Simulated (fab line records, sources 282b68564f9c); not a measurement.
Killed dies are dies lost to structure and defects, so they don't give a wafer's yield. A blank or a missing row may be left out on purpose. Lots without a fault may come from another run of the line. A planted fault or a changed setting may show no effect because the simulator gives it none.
Which tool did it? | flow rit_cmos | 14 lots, 42 wafers sampled, at 2 steps of a route of 202

WHAT THE GAUGES READ, wafer by wafer
RIT_SILICIDE_RS_MEAS_02: measures by four-point-probe. Usual: SILICIDE_TI_RS 48.2 ohm/sq, standard deviation 0.89.
lot  | measured    | on            | SILICIDE_TI_RS (ohm/sq) | flag
L745 | day 3 02:53 | film_metro-02 | 48.0 47.4 48.0          |
L746 | day 3 07:42 | film_metro-04 | 48.2 49.1 48.9          |
L747 | day 3 12:46 | film_metro-02 | 48.5 50.2 48.5          |
L748 | day 3 16:06 | film_metro-02 | 49.0 49.6 49.0          |
L749 | day 3 22:05 | film_metro-04 | 46.6 47.2 46.5          |
L750 | day 4 03:25 | film_metro-04 | 47.2 47.0 47.1          |
L751 | day 4 08:09 | film_metro-02 | 48.1 48.1 47.8          |
L752 | day 4 12:31 | film_metro-01 | 47.5 47.5 48.6          |
L755 | day 5 04:08 | film_metro-02 | 36.9 36.9 48.4          | OFF
L757 | day 5 16:16 | film_metro-04 | 37.2 47.8 48.2          | OFF
L762 | day 6 17:21 | film_metro-01 | 49.0 48.6 49.0          |
L764 | day 7 00:40 | film_metro-04 | 48.2 48.2 48.2          |
L766 | day 7 10:30 | film_metro-01 | 48.9 49.2 49.3          |
L768 | day 7 22:47 | film_metro-04 | 48.4 49.0 48.0          |

WHICH TOOL RAN EACH LOT (tool, then ch and the chambers of the sampled wafers, then the start)
lot  | RIT_SILICIDE_SPUTTER_01
L745 | pvd_sputter-01, day 3 02:43
L746 | pvd_sputter-04, day 3 07:31
L747 | pvd_sputter-01, day 3 12:35
L748 | pvd_sputter-04, day 3 15:57
L749 | pvd_sputter-01, day 3 21:56
L750 | pvd_sputter-04, day 4 03:15
L751 | pvd_sputter-01, day 4 07:58
L752 | pvd_sputter-04, day 4 12:21
L755 | pvd_sputter-01, day 5 03:58
L757 | pvd_sputter-01, day 5 16:05
L762 | pvd_sputter-04, day 6 17:11
L764 | pvd_sputter-04, day 7 00:28
L766 | pvd_sputter-04, day 7 10:21
L768 | pvd_sputter-04, day 7 22:38
- RIT_SILICIDE_SPUTTER_01: material Ti, target thk 30 nm, time 240 s.

WHAT THE TOOLS THEMSELVES READ (means of the sampled wafers that have a number; where no wafer has one, the mark that the record gives instead)
RIT_SILICIDE_SPUTTER_01. Usual: cathode_dc_power_W 350.01 W, standard deviation 0.06; chamber_pressure_pa 0.6669 Pa, standard deviation 0.0013; throttle_valve_pct 29.8 %, standard deviation 1.3.
lot  | tool           | cathode_dc_power_W (W) | chamber_pressure_pa (Pa) | throttle_valve_pct (%) | flag
L745 | pvd_sputter-01 | 350.00                 | 0.6676                   | 29.4                   |
L746 | pvd_sputter-04 | 350.02                 | 0.6666                   | 30.5                   |
L747 | pvd_sputter-01 | 350.01                 | 0.6658                   | 29.7                   |
L748 | pvd_sputter-04 | 350.05                 | 0.6670                   | 30.3                   |
L749 | pvd_sputter-01 | 350.00                 | 0.6666                   | 29.6                   |
L750 | pvd_sputter-04 | 349.98                 | 0.6672                   | 29.7                   |
L751 | pvd_sputter-01 | 350.04                 | 0.6663                   | 29.2                   |
L752 | pvd_sputter-04 | 349.98                 | 0.6686                   | 30.2                   |
L755 | pvd_sputter-01 | 350.02                 | 0.6103                   | 32.2                   | OFF
L757 | pvd_sputter-01 | 350.05                 | 0.6388                   | 30.2                   | OFF
L762 | pvd_sputter-04 | 350.05                 | 0.6676                   | 29.7                   |
L764 | pvd_sputter-04 | 349.91                 | 0.6669                   | 29.4                   |
L766 | pvd_sputter-04 | 350.01                 | 0.6669                   | 29.2                   |
L768 | pvd_sputter-04 | 350.00                 | 0.6678                   | 30.0                   |

THE ANSWER, worked out from the rows above alone
Rule: a lot is off if the mean of its wafers that have a number lies more than 3 standard deviations from the usual mean. A lot without any number at a reading at which 4 lots or more have one is off too. The other lots that the step has rows for count as sound. The gauges are gone through in route order, then the tools' own readings, and for those a lot's mean is taken as printed above. The first step at which some lot is off is used, and at that step the reading that is off furthest; a lot without a number counts as furthest.
Off: L755, L757, at RIT_SILICIDE_RS_MEAS_02 (SILICIDE_TI_RS).
A tool fits if, at a process step before that reading, it ran every lot that is off, and no sound lot after the first of them. The gauges at RIT_SILICIDE_RS_MEAS_02 aren't tried: what is off there is off at RIT_SILICIDE_SPUTTER_01 too, on other tools, and a gauge's error can't cause that. One fits: pvd_sputter-01 at RIT_SILICIDE_SPUTTER_01. Its last sound lot is L751 (day 4 07:58), its first lot that is off L755 (day 5 03:58): a fault that began between those two fits.
The tool's own readings at RIT_SILICIDE_SPUTTER_01 bear it out: on the lots that are off they differ by more than 5 times the standard deviation of the sound lots' means. chamber_pressure_pa reads 0.6245 Pa there against 0.6671 Pa on the sound lots.

WHAT THE SIMULATOR HAD PUT IN
Process parameter drift: pvd_sputter-01, from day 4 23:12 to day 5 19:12, at RIT_SILICIDE_SPUTTER_01. Setting chamber_pressure_pa, moved by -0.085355, from 0.667. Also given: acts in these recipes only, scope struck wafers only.
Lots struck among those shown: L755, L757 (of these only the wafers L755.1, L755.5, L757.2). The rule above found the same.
